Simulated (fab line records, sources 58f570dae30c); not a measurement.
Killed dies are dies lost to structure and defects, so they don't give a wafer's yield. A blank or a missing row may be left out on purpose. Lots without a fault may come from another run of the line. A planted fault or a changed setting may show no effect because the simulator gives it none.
Which tool did it? | flow berkeley_cmos170 | 7 lots, 21 wafers sampled, at 3 steps of a route of 331

WHAT THE GAUGES READ, wafer by wafer
UCB170_CONTACT_CD_MEAS_15: target cd 700 nm.
lot  | measured     | on        | cd_nm (nm)
L894 | day 9 03:47  | cd_sem-02 | 700.3 701.3 700.3
L893 | day 9 04:37  | cd_sem-02 | 699.5 699.5 699.9
L902 | day 11 06:56 | cd_sem-01 | 746.0 747.5 745.7
L905 | day 11 10:38 | cd_sem-01 | 736.4 736.6 737.0
L906 | day 12 07:53 | cd_sem-01 | 699.2 700.8 701.2
L909 | day 13 01:22 | cd_sem-01 | 697.7 697.3 698.5
L912 | day 13 01:49 | cd_sem-01 | 697.0 699.1 698.9

WHICH TOOL RAN EACH LOT (tool, then ch and the chambers of the sampled wafers, then the start)
lot  | UCB170_GATE_STRIP_16                 | UCB170_CONTACT_PEB_13
L894 | plasma_asher-02 ch 0,1, day 8 02:08  | litho_track-03 ch 0, day 9 03:30
L893 | plasma_asher-04 ch 0,1, day 8 02:59  | litho_track-03 ch 0, day 9 04:00
L902 | plasma_asher-02 ch 0,1, day 10 00:33 | litho_track-01 ch 0, day 11 06:36
L905 | plasma_asher-04 ch 0,1, day 10 13:29 | litho_track-01 ch 0, day 11 10:22
L906 | plasma_asher-01 ch 0, day 10 21:33   | litho_track-03 ch 0, day 12 07:31
L909 | plasma_asher-01 ch 0,1, day 11 19:09 | litho_track-04 ch 0, day 13 01:00
L912 | plasma_asher-01 ch 0,1, day 12 02:39 | litho_track-03 ch 0, day 13 01:26
- UCB170_GATE_STRIP_16: strips in O2.
- UCB170_CONTACT_PEB_13

THE ANSWER, worked out from the rows above alone
Rule: what is usual is taken from the lots themselves. Put in order of their means at a reading, lots are off if they are a third of the lots or fewer, leave a main group of 4 or more, and stand apart from it by a gap of 3 or more times the standard deviation of the main group's means; of several such gaps the widest counts. A main group whose means are all the same, to the digits that the tables above print for the reading, isn't used. A lot without any number at a reading at which 4 lots or more have one is off too. The other lots that the step has rows for count as sound.
Off: L902, L905, at UCB170_CONTACT_CD_MEAS_15 (cd_nm). The main group: mean 699.4 nm, standard deviation 1.1.
A tool fits if, at a process step before that reading, it ran every lot that is off, and no sound lot after the first of them. The gauges at UCB170_CONTACT_CD_MEAS_15 are tried like those tools. One fits: litho_track-01 at UCB170_CONTACT_PEB_13. It ran no sound lot before its first lot that is off in this sample, so the start can't be narrowed down.

WHAT THE SIMULATOR HAD PUT IN
Process parameter drift: litho_track-01, from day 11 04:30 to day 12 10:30, at UCB170_CONTACT_PEB_13. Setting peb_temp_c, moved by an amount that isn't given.
Lots struck among those shown: L902, L905. The rule above found the same.
